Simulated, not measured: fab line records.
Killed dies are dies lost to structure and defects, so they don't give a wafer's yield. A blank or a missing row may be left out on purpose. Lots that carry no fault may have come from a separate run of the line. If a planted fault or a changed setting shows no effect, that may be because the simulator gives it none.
A lot that was struck, set against a sound lot + flow rit_cmos + 15 out of 202 route steps
Sound: these wafers, L111.2, L111.3, L111.6. Wafers L129.2, L129.4, L129.5 were the ones struck. The cause is given at the end.
Per side, at each step with rows, come the tool, then ch with its chambers, and then its first start. Under that, the readings that differ: sound wafers + struck wafers + difference of the means + sigmas: that difference in standard deviations of wafers without a fault.
alike: readings with means less than 2 such deviations apart, plus words and numbers identical on both sides. not compared: withheld readings, readings lacking a value on some wafer, bounds such as >300 that could conceal the same value, and numbers that have no deviation in the record and whose values overlap.
Wherever a step has rows on one side only, a row that says differs or no value, or a row with sigmas, the two part there. Numbers that have no deviation but don't overlap get no sigmas and don't part them. A reading missing from all wafers of one side parts the sides only when that side holds two or more wafers.

first, 1 step without rows for these wafers: RIT_NLDD_COAT_01 (resist thk 1000 nm).
RIT_NLDD_SOFTBAKE_02: time 62.36 s.
  sound on litho_track-01 ch 0, day 2 17:50; struck on litho_track-01 ch 0, day 6 10:08
  alike: heater_power_total_W, plate_sensor_t_centre_C, plate_sensor_t_edge_C
then, 3 steps without rows for these wafers: RIT_NLDD_EXPOSE_03 (exposes mask M7, target cd 40700 nm); RIT_NLDD_PEB_04; RIT_NLDD_DEVELOP_05 (develop time 50 s).
RIT_NLDD_OVL_MEAS_06:
  struck on overlay-02, day 6 10:56; sound on overlay-01, day 2 18:29
  alike: NLDD_OVL
then, 2 steps without rows for these wafers: RIT_NLDD_HARDBAKE_07 (time 60 s); RIT_NLDD_IMPLANT_08.
RIT_NLDD_STRIP_09: strips in O2, time 180 s.
  sound on plasma_asher-01 ch 0,1, day 2 18:49; struck on plasma_asher-01 ch 0,1, day 6 11:16
  alike: drypump_motor_current_A
  not compared: rf_hours_counter_h
RIT_NLDD_TW_MEAS_10:
  struck on film_metro-02, day 6 11:26; sound on film_metro-01, day 2 19:01
  alike: NLDD_TW
then, 2 steps without rows for these wafers: RIT_PLDD_HMDS_00 (prime time 60 s); RIT_PLDD_COAT_01 (resist thk 1000 nm).
RIT_PLDD_SOFTBAKE_02: time 60 s.
  sound on litho_track-04 ch 0, day 2 19:23; struck on litho_track-03 ch 0, day 6 11:49
| reading                  | sound             | struck            | difference | sigmas |
|--------------------------|-------------------|-------------------|------------|--------|
| heater_power_total_W (W) | 34.50 34.51 34.56 | 33.99 33.96 33.97 | -0.55      | -11    |
| plate_temp_C (C)         | 89.96 89.88 89.85 | 88.73 88.70 88.87 | -1.13      | -9     |
then, 1 step without rows for these wafers: RIT_PLDD_EXPOSE_03 (exposes mask M8, target cd 40900 nm).
RIT_M1_PROBE_99:
  struck on prober-01, day 7 02:41; sound on prober-01, day 3 11:14
| reading             | sound    | struck | difference | sigmas |
|---------------------|----------|--------|------------|--------|
| killed_at_M0_to_M3  | 0 0 0    | 1 0 0  | +0         | +2     |
| killed_at_front_end | 11 19 14 | 8 2 5  | -10        | -3     |
| killed_dies         | 11 19 14 | 9 2 5  | -9         | -3     |
| killed_open         | 3 9 6    | 2 1 2  | -4         | -2     |
| killed_short        | 8 10 8   | 5 0 2  | -6         | -3     |

WHERE THEY PART
At RIT_PLDD_SOFTBAKE_02 first; at RIT_M1_PROBE_99 last (within this record only).

WHY: what had been put in by the simulator
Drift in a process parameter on litho_track-03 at RIT_PLDD_SOFTBAKE_02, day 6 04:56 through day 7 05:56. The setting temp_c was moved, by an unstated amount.
